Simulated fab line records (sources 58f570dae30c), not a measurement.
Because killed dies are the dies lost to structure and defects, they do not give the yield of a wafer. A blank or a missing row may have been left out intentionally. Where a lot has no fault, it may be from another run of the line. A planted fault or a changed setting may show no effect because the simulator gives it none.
Chamber matching / flow berkeley_cmos170 / UCB170_SPACER_ETCHBACK_03 on rie_diel-01: 4 sister chambers
The step etches SiO2 in CHF3/CF4/Ar, stops on Si, target depth 376 nm, time 100 s. 4 wafers are shown with their chamber, then 7 later ones without.

WAFERS WITH THEIR CHAMBER
wafer=L906.6; chamber=0; throttle_valve_pct (%)=6.39
wafer=L919.4; chamber=3; throttle_valve_pct (%)=6.63
wafer=L920.2; chamber=2; throttle_valve_pct (%)=6.57
wafer=L920.3; chamber=1; throttle_valve_pct (%)=6.49

WAFERS WITHOUT THEIR CHAMBER
wafer=L920.6; throttle_valve_pct (%)=6.64
wafer=L922.1; throttle_valve_pct (%)=6.63
wafer=L922.2; throttle_valve_pct (%)=6.38
wafer=L922.5; throttle_valve_pct (%)=6.57
wafer=L927.2; throttle_valve_pct (%)=6.65
wafer=L927.3; throttle_valve_pct (%)=6.57
wafer=L927.6; throttle_valve_pct (%)=6.47

EACH ONE'S CHAMBER
wafer=L920.6; from the rows above=3; in truth=3
wafer=L922.1; from the rows above=3; in truth=3
wafer=L922.2; from the rows above=0; in truth=0
wafer=L922.5; from the rows above=2; in truth=2
wafer=L927.2; from the rows above=3; in truth=3
wafer=L927.3; from the rows above=2; in truth=2
wafer=L927.6; from the rows above=1; in truth=1
Placed correctly: 7 of 7. From these rows, 0 cannot be placed. Placed wrongly: 0.
How it was worked out, from the rows above alone: a wafer's distance from a chamber is the root of the sum, over the readings, of the square of ((its reading less the chamber's mean) divided by the reading's scatter). If the next closest chamber is less than 2 further off than the closest, the wafer can't be placed; otherwise it belongs to the closest. The mean given for a chamber averages the wafers shown for that chamber. The scatter: root of mean squared gap, hidden wafer to nearest shown wafer, with one shown wafer a chamber.
